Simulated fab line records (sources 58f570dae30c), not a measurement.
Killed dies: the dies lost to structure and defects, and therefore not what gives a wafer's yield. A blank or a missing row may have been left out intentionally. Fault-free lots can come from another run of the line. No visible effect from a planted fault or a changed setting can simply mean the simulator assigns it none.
8D (eight disciplines) problem report, filled in by code || flow berkeley_cmos170 || the parts of the form that need people (team, actions taken, sign-off) are left out

1. THE ISSUE
oes_product_au at UCB170_GATE_ETCH_14 reads a mean of 1.250 a.u. on 6 wafers of 2 lots; wafers without a fault read 1.005 a.u. with a standard deviation of 0.018. That is +14 standard deviations from the usual mean.
The step: etches BARC in N2/H2.
First observed at day 9 06:56: wafer L680.1, on rie_diel-03. At this step, 18 wafers from 6 lots have a number in the record. Rule for "out" (also "out of limits"): further than 4 standard deviations from the usual mean. The rest of the wafers with a number are treated as sound.

2. WHAT IT IS, WHAT IT ISN'T
{"question": "which readings at this step", "is": "oes_product_au", "is not": "drypump_motor_current_A, rf_fwd_power_W, throttle_valve_pct"}
{"question": "which lots", "is": "L680, L681", "is not": "L668, L674, L676, L678"}
{"question": "which wafers of those lots", "is": "all that have a number", "is not": "-"}
{"question": "read on which tools", "is": "rie_diel-03", "is not": "rie_diel-02, rie_diel-04"}
{"question": "when", "is": "from day 9 06:56", "is not": "up to then (12 sound wafers)"}

3. WHAT RULES OUT EACH SUSPECT
Counting: any tool at a process step up to the reading is kept as a suspect provided that every lot that is out went through it and no sound lot did after the first of them.
- rie_diel-03 at UCB170_GATE_ETCH_14 (etches BARC in N2/H2): kept. It processed each lot that is out, first L680 at day 9 06:56, and no sound lot thereafter; up to then, the last sound lot it processed was L674 at day 7 09:07. Out on those wafers are its own readings of oes_product_au.
The count leaves rie_diel-03 at UCB170_GATE_ETCH_14.

4. THE CAUSE (what the simulator had put in)
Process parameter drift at UCB170_GATE_ETCH_14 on rie_diel-03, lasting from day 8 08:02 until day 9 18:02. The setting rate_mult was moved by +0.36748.
The count eliminated every tool but this one.

5. THE EFFECT CHAIN, in route order
One row per reading whose mean, taken over the struck wafers that have a number, lies over 3 standard deviations from the usual. Readings are gone through only where the record gives a usual standard deviation; hours: the median, over the lots, of the time from a lot's start at the first step in this table giving one to that lot's start at this step; sigmas: the change measured in usual standard deviations.
{"hours": 0, "step": "UCB170_GATE_ETCH_14", "reading": "oes_product_au", "usual": "1.005 a.u.", "on struck wafers": 1.250, "change": "+0.245", "sigmas": "+14"}
Here are the process steps it includes:
- UCB170_GATE_ETCH_14: etches BARC in N2/H2.

6. HOW IT WOULD HAVE BEEN CAUGHT EARLIER
First out-of-limits reading in this record: day 9 06:56, which is 23 hours after fault onset at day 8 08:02.
